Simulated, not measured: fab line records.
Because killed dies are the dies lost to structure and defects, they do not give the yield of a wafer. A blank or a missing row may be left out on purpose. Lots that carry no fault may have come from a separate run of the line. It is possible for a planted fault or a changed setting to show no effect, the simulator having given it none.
Which tool is to blame? || flow berkeleyCmos170 || 14 lots, 42 wafers sampled, at 2 steps of a route of 331

## WHAT THE GAUGES READ, wafer by wafer
UCB170_M1_CD_MEAS_09: the cd target is 700 nm.
{"lot": "L975", "measured": "day 8 19:34", "on": "cdSem-01", "cdNm (nm)": "702.6 700.6 701.8"}
{"lot": "L972", "measured": "day 8 19:50", "on": "cdSem-02", "cdNm (nm)": "701.0 702.2 702.9"}
{"lot": "L974", "measured": "day 8 21:26", "on": "cdSem-01", "cdNm (nm)": "702.9 701.8 702.4"}
{"lot": "L977", "measured": "day 10 06:05", "on": "cdSem-01", "cdNm (nm)": "700.9 701.3 700.3"}
{"lot": "L979", "measured": "day 10 06:19", "on": "cdSem-01", "cdNm (nm)": "699.0 697.7 698.8"}
{"lot": "L980", "measured": "day 10 06:35", "on": "cdSem-01", "cdNm (nm)": "699.6 699.3 701.4"}
{"lot": "L978", "measured": "day 10 07:01", "on": "cdSem-01", "cdNm (nm)": "699.9 700.3 699.2"}
{"lot": "L984", "measured": "day 10 15:04", "on": "cdSem-01", "cdNm (nm)": "699.6 700.1 700.1"}
{"lot": "L981", "measured": "day 10 16:58", "on": "cdSem-01", "cdNm (nm)": "701.8 700.9 702.8"}
{"lot": "L986", "measured": "day 12 10:56", "on": "cdSem-01", "cdNm (nm)": "715.7 715.5 716.7"}
{"lot": "L987", "measured": "day 12 14:05", "on": "cdSem-02", "cdNm (nm)": "711.7 712.2 710.6"}
{"lot": "L991", "measured": "day 12 21:08", "on": "cdSem-02", "cdNm (nm)": "698.9 697.9 699.0"}
{"lot": "L992", "measured": "day 12 22:10", "on": "cdSem-01", "cdNm (nm)": "700.1 700.1 699.7"}
{"lot": "L995", "measured": "day 13 14:27", "on": "cdSem-02", "cdNm (nm)": "699.5 697.7 697.4"}

## TOOL THAT RAN EACH LOT (tool first, then ch and the chambers of the sampled wafers, then the start)
{"lot": "L975", "UCB170_M1_PEB_07": "lithoTrack-02 ch 0, day 8 19:17"}
{"lot": "L972", "UCB170_M1_PEB_07": "lithoTrack-01 ch 0, day 8 19:34"}
{"lot": "L974", "UCB170_M1_PEB_07": "lithoTrack-02 ch 0, day 8 21:10"}
{"lot": "L977", "UCB170_M1_PEB_07": "lithoTrack-03 ch 0, day 10 05:49"}
{"lot": "L979", "UCB170_M1_PEB_07": "lithoTrack-03 ch 0, day 10 06:02"}
{"lot": "L980", "UCB170_M1_PEB_07": "lithoTrack-02 ch 0, day 10 06:20"}
{"lot": "L978", "UCB170_M1_PEB_07": "lithoTrack-01 ch 0, day 10 06:44"}
{"lot": "L984", "UCB170_M1_PEB_07": "lithoTrack-01 ch 0, day 10 14:48"}
{"lot": "L981", "UCB170_M1_PEB_07": "lithoTrack-03 ch 0, day 10 16:41"}
{"lot": "L986", "UCB170_M1_PEB_07": "lithoTrack-01 ch 0, day 12 10:40"}
{"lot": "L987", "UCB170_M1_PEB_07": "lithoTrack-01 ch 0, day 12 13:49"}
{"lot": "L991", "UCB170_M1_PEB_07": "lithoTrack-03 ch 0, day 12 20:52"}
{"lot": "L992", "UCB170_M1_PEB_07": "lithoTrack-02 ch 0, day 12 21:00"}
{"lot": "L995", "UCB170_M1_PEB_07": "lithoTrack-02 ch 0, day 13 14:11"}
- UCB170_M1_PEB_07

## AS READ BY THE TOOLS THEMSELVES (means over the sampled wafers that have a number; for cases with no such wafer, the mark the record gives instead)
UCB170_M1_PEB_07.
{"lot": "L975", "tool": "lithoTrack-02", "heaterPowerTotalW (W)": 56.77, "resistLineTempC (C)": 22.90}
{"lot": "L972", "tool": "lithoTrack-01", "heaterPowerTotalW (W)": 56.82, "resistLineTempC (C)": 23.09}
{"lot": "L974", "tool": "lithoTrack-02", "heaterPowerTotalW (W)": 56.79, "resistLineTempC (C)": 22.94}
{"lot": "L977", "tool": "lithoTrack-03", "heaterPowerTotalW (W)": 56.81, "resistLineTempC (C)": 23.10}
{"lot": "L979", "tool": "lithoTrack-03", "heaterPowerTotalW (W)": 56.77, "resistLineTempC (C)": 23.00}
{"lot": "L980", "tool": "lithoTrack-02", "heaterPowerTotalW (W)": 56.82, "resistLineTempC (C)": 23.18}
{"lot": "L978", "tool": "lithoTrack-01", "heaterPowerTotalW (W)": 56.82, "resistLineTempC (C)": 22.92}
{"lot": "L984", "tool": "lithoTrack-01", "heaterPowerTotalW (W)": 56.83, "resistLineTempC (C)": 22.99}
{"lot": "L981", "tool": "lithoTrack-03", "heaterPowerTotalW (W)": 56.79, "resistLineTempC (C)": 22.92}
{"lot": "L986", "tool": "lithoTrack-01", "heaterPowerTotalW (W)": 61.06, "resistLineTempC (C)": 23.12}
{"lot": "L987", "tool": "lithoTrack-01", "heaterPowerTotalW (W)": 61.06, "resistLineTempC (C)": 22.90}
{"lot": "L991", "tool": "lithoTrack-03", "heaterPowerTotalW (W)": 56.81, "resistLineTempC (C)": 23.05}
{"lot": "L992", "tool": "lithoTrack-02", "heaterPowerTotalW (W)": 56.81, "resistLineTempC (C)": 23.03}
{"lot": "L995", "tool": "lithoTrack-02", "heaterPowerTotalW (W)": 56.81, "resistLineTempC (C)": 22.94}

## THE ANSWER, worked out from the rows above alone
Rule: the usual values come from the lots themselves. The widest of any qualifying gaps counts: lots, ordered by their means at a reading, are off when they make up no more than a third of the lots, leave a main group of 4 or more, and stand apart from it by 3 or more times the standard deviation of that group's means. A main group is skipped when, at the precision printed for the reading in the tables above, its means are all equal. Also off: a lot with no number at a reading for which 4 or more lots have one. The other lots that the step has rows for count as sound. Order of review: gauges by route order, followed by the tools' own readings, for which a lot's mean as printed above is used. The first step at which some lot is off is used, and at that step the reading that is off furthest; a lot without a number counts as furthest.
Off, at UCB170_M1_CD_MEAS_09 on cdNm: L986, L987. For the main group the mean is 700.3 nm and the standard deviation 1.4.
A tool fits if, at a process step before that reading, it ran every lot that is off, and no sound lot after the first of them. The gauges at UCB170_M1_CD_MEAS_09 aren't tried: what is off there is off at UCB170_M1_PEB_07 too, on other tools, and a gauge's error can't cause that. One fits: lithoTrack-01 at UCB170_M1_PEB_07. A fault onset in the window from L984 (day 10 14:48, its last sound lot) to L986 (day 12 10:40, its first lot off) fits.
On the lots that are off, the tool's own readings at UCB170_M1_PEB_07 differ by more than 5 times the standard deviation of the sound lots' means, which bears it out; heaterPowerTotalW reads 61.06 W there versus 56.80 W on the sound lots.

## WHAT THE SIMULATOR HAD PUT IN
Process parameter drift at UCB170_M1_PEB_07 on lithoTrack-01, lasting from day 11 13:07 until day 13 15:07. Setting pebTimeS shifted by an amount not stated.
Shown lots that were struck: L986, L987. This agrees with what the rule above found.
